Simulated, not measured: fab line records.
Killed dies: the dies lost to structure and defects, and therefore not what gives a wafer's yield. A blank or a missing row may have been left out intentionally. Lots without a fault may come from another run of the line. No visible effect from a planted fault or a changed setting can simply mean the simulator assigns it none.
Check of tool commonality + flow berkeley_cmos170 + Sample size 15 lots and 45 wafers

## WHAT PROMPTED THE OPENING
Of 15 lots, 3 have the reading SILICIDE_TI_RS flagged at UCB170_SILICIDE_RS_MEAS_02. No-fault wafers: 26.1 ohm/sq, standard deviation 0.32.
Rule: a lot gets a flag if all its wafers with a number sit over 4 standard deviations from that mean, or if no wafer of it has a number. The other lots count as sound.

| lot  | measured     | on            | SILICIDE_TI_RS (ohm/sq), wafer by wafer | flag    |
|------|--------------|---------------|-----------------------------------------|---------|
| L195 | day 8 05:25  | film_metro-04 | 25.7 26.1 25.6                          |         |
| L196 | day 8 05:52  | film_metro-01 | 26.4 26.7 26.8                          |         |
| L197 | day 8 11:24  | film_metro-04 | 26.3 25.9 26.2                          |         |
| L198 | day 8 11:49  | film_metro-04 | 25.9 26.0 26.2                          |         |
| L200 | day 9 07:52  | film_metro-01 | 25.5 25.4 25.3                          |         |
| L201 | day 9 09:02  | film_metro-02 | 26.1 25.8 25.9                          |         |
| L203 | day 10 05:03 | film_metro-01 | 25.7 25.7 25.7                          |         |
| L206 | day 10 23:07 | film_metro-04 | 26.2 26.3 26.1                          |         |
| L205 | day 10 23:48 | film_metro-02 | 29.7 29.2 29.7                          | FLAGGED |
| L210 | day 11 11:13 | film_metro-01 | 29.0 29.4 29.2                          | FLAGGED |
| L209 | day 11 16:59 | film_metro-01 | 29.4 29.2 29.2                          | FLAGGED |
| L213 | day 12 11:40 | film_metro-02 | 26.1 26.0 26.0                          |         |
| L215 | day 12 12:16 | film_metro-02 | 26.1 26.4 26.2                          |         |
| L216 | day 12 12:57 | film_metro-02 | 26.2 26.4 26.2                          |         |
| L218 | day 12 23:02 | film_metro-02 | 26.3 26.1 26.1                          |         |
The numbers of the flagged lots are 29.3 ohm/sq on average: +3.2 ohm/sq against the usual, or +10 standard deviations.

## WHICH TOOL RAN EACH LOT
The record keeps 1 process step preceding the reading, out of 331 steps on the route. Read each cell as the tool, then ch plus the chambers that the sampled wafers visited, then the start.
| lot  | flag    | UCB170_SILICIDE_SPUTTER_01   |
|------|---------|------------------------------|
| L195 |         | pvd_sputter-01, day 8 05:23  |
| L196 |         | pvd_sputter-04, day 8 05:50  |
| L197 |         | pvd_sputter-01, day 8 11:20  |
| L198 |         | pvd_sputter-01, day 8 11:47  |
| L200 |         | pvd_sputter-01, day 9 07:50  |
| L201 |         | pvd_sputter-01, day 9 08:57  |
| L203 |         | pvd_sputter-02, day 10 05:01 |
| L206 |         | pvd_sputter-01, day 10 23:03 |
| L205 | FLAGGED | pvd_sputter-01, day 10 23:44 |
| L210 | FLAGGED | pvd_sputter-01, day 11 11:11 |
| L209 | FLAGGED | pvd_sputter-01, day 11 16:56 |
| L213 |         | pvd_sputter-04, day 12 11:38 |
| L215 |         | pvd_sputter-02, day 12 12:14 |
| L216 |         | pvd_sputter-04, day 12 12:55 |
| L218 |         | pvd_sputter-02, day 12 23:01 |
What these steps do:
- UCB170_SILICIDE_SPUTTER_01: material Ti, target thk 30 nm, time 25 s.
- UCB170_SILICIDE_RS_MEAS_02: measures by four-point-probe.

## FLAGGED OVER TOTAL, TOOL BY TOOL (the gauges that took the reading come last)
| step                       | tool           | lots run | flagged | share of the flagged lots | sound lots run after its first flagged lot |
|----------------------------|----------------|----------|---------|---------------------------|--------------------------------------------|
| UCB170_SILICIDE_SPUTTER_01 | pvd_sputter-01 | 9        | 3       | all                       | 0                                          |
| UCB170_SILICIDE_SPUTTER_01 | pvd_sputter-02 | 3        | 0       | none                      | -                                          |
| UCB170_SILICIDE_SPUTTER_01 | pvd_sputter-04 | 3        | 0       | none                      | -                                          |
| UCB170_SILICIDE_RS_MEAS_02 | film_metro-01  | 5        | 2       | some                      | 0                                          |
| UCB170_SILICIDE_RS_MEAS_02 | film_metro-02  | 6        | 1       | some                      | 4 (L213,L215,L216,L218)                    |
| UCB170_SILICIDE_RS_MEAS_02 | film_metro-04  | 4        | 0       | none                      | -                                          |

## WHAT THE TABLE ALLOWS
Rows of the table that ran each flagged lot: 1, that is pvd_sputter-01 at UCB170_SILICIDE_SPUTTER_01.
- pvd_sputter-01 at UCB170_SILICIDE_SPUTTER_01 ran 9 lots, 3 of them flagged. A fault beginning between L206 (day 10 23:03), its last sound lot, and L205 (day 10 23:44), its first flagged one, fits the data.
Just one tool remains: pvd_sputter-01 at UCB170_SILICIDE_SPUTTER_01.

## WHAT WAS PUT IN BY THE SIMULATOR
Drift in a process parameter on pvd_sputter-01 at UCB170_SILICIDE_SPUTTER_01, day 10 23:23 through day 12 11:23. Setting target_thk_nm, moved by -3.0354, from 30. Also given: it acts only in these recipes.
Struck lots among those shown: L205, L210, L209. The rule above found the same.
